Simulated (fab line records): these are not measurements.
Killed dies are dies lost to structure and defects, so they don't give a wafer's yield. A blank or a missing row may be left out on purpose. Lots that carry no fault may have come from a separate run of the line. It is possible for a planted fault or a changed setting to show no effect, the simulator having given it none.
8D (eight disciplines) problem report, filled in by code | flow rit cmos | the parts of the form that need people (team, actions taken, sign-off) are left out

1. THE ISSUE
ACTIVE_NITRIDE_THK at RIT_ACTIVE_THK_MEAS_04 reads a mean of 119.7 nm on 6 wafers of 2 lots; wafers without a fault read 149.9 nm with a standard deviation of 1.4. Measured from the usual mean, that is -22 standard deviations.
First observed at day 5 13:40: wafer L596.2, on film metro-04. The record has a number at this step for 42 wafers belonging to 14 lots. By rule, "out" or "out of limits" means more than 4 standard deviations away from the usual mean. The other wafers with a number count as sound.

2. WHAT IT IS, AND WHAT IT ISN'T
question                    | is                           | is not
which readings at this step | ACTIVE_NITRIDE_THK           | -
which lots                  | L596, L597                   | L577, L578, L579, L580, L581, L583, L584, L586, L587, L591, L598, L600
which wafers of those lots  | all that have a number       | -
read on which gauges        | film metro-03, film metro-04 | film metro-02
when                        | from day 5 13:40             | up to then (30 sound wafers); but 6 sound wafers of L598, L600 came after

3. THE SUSPECTS, EACH WITH WHAT RULES IT OUT
Counting: a tool stays on the suspect list if, at a process step up to the reading, it processed all lots that are out and no sound lot following the first of them.
- the gauge at RIT_ACTIVE_THK_MEAS_04: ruled out. Those wafers that are out were read across 2 gauges (film metro-03, film metro-04).
- lpcvd-01 at RIT_ACTIVE_CVD_03 (deposits Si3N4 from SiH2Cl2/NH3, target thk 150 nm, time 1500 s): kept. Every lot that is out went through it, starting with L596 (day 5 12:14), and after that it ran no sound lot; the last sound lot it ran before then is L587 (day 3 14:28).
Left after counting: lpcvd-01 at RIT_ACTIVE_CVD_03.

4. THE CAUSE (what the simulator had put in)
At RIT_ACTIVE_CVD_03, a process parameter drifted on lpcvd-01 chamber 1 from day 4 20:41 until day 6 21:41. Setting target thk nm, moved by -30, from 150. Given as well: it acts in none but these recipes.
Only this tool survived the counting.

5. THE EFFECT CHAIN, in route order
Each row: a reading where the mean over the struck wafers with a number is more than 3 standard deviations away from the usual. Readings are gone through only where the record gives a usual standard deviation; hours: the median, over the lots, of the time from a lot's start at the first step in this table giving one to that lot's start at this step; sigmas: the change measured in usual standard deviations.
hours | step                   | reading            | usual      | on struck wafers | change | sigmas
0     | RIT_ACTIVE_THK_MEAS_04 | ACTIVE_NITRIDE_THK | 149.9 nm   | 119.7            | -30.2  | -22
1     | RIT_ACTIVE_ETCH_13     | oes product au     | 0.824 a.u. | 0.735            | -0.089 | -12
The process steps in it:
- RIT_ACTIVE_ETCH_13: etches Si3N4 in SF6, stops on SiO2, time 210 s, target depth 210 nm.

6. WHAT WOULD HAVE CAUGHT IT SOONER
17 hours passed between the start of the fault at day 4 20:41 and the first reading out of limits at a measuring or inspecting step in this record, taken at day 5 13:40.
No tool reading at RIT_ACTIVE_CVD_03 that has a usual standard deviation in the record was out on any struck wafer, so an alarm limit of 4 standard deviations on those readings would not have fired.
Lots out: 2; of these, L597 started RIT_ACTIVE_CVD_03 on lpcvd-01 after day 5 13:40. Holding the tool at that time would have saved it.
